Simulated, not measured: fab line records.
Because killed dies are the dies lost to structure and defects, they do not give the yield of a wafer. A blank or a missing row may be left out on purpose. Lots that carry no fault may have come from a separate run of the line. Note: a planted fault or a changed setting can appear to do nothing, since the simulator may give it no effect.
Which tool was responsible? -- flow rit cmos -- 21 wafers from 7 lots sampled at 2 of the route's 202 steps

## WHAT THE GAUGES SHOWED, per wafer
RIT_WELLDRIVE_RS_MEAS_02: measurement is done with a four-point probe.
lot,measured,on,PWELL_RS (ohm/sq)
L170,day 2 16:38,film metro-03,429.4 428.5 428.7
L172,day 3 03:05,film metro-03,429.7 428.4 428.5
L174,day 3 15:58,film metro-03,429.6 431.3 429.9
L182,day 5 12:11,film metro-04,429.1 429.1 429.1
L184,day 5 17:16,film metro-03,436.0 435.8 436.5
L187,day 6 07:07,film metro-03,430.2 430.2 430.7
L189,day 6 18:57,film metro-03,428.8 428.1 428.3

## WHICH TOOL RAN EACH LOT (tool, then ch and the chambers of the sampled wafers, then the start)
lot,RIT_PWELL_IMPLANT_08
L170,"implanter-02 ch 0, day 2 09:00"
L172,"implanter-04 ch 0, day 2 21:29"
L174,"implanter-04 ch 0, day 3 08:05"
L182,"implanter-03 ch 0, day 5 02:12"
L184,"implanter-02 ch 0, day 5 11:39"
L187,"implanter-04 ch 0, day 6 00:20"
L189,"implanter-04 ch 0, day 6 13:22"
- RIT_PWELL_IMPLANT_08

## THE ANSWER, worked out from the rows above alone
Rule: the lots themselves supply what counts as usual. The widest of any qualifying gaps counts: lots, ordered by their means at a reading, are off when they make up no more than a third of the lots, leave a main group of 4 or more, and stand apart from it by 3 or more times the standard deviation of that group's means. A main group is skipped when, at the precision printed for the reading in the tables above, its means are all equal. A lot without any number at a reading at which 4 lots or more have one is off too. All remaining lots with rows at the step are treated as sound.
Off: L184, seen at RIT_WELLDRIVE_RS_MEAS_02 (PWELL_RS). Main group: mean 429.3 ohm/sq, sd 0.74.
If a tool, at a process step before that reading, ran all the lots that are off and no sound lot after the first of them, it fits. Gauges at RIT_WELLDRIVE_RS_MEAS_02: tried the same way as those tools. One fits: implanter-02 at RIT_PWELL_IMPLANT_08. A fault onset in the window from L170 (day 2 09:00, its last sound lot) to L184 (day 5 11:39, its first lot off) fits.

## WHAT THE SIMULATOR HAD PUT IN
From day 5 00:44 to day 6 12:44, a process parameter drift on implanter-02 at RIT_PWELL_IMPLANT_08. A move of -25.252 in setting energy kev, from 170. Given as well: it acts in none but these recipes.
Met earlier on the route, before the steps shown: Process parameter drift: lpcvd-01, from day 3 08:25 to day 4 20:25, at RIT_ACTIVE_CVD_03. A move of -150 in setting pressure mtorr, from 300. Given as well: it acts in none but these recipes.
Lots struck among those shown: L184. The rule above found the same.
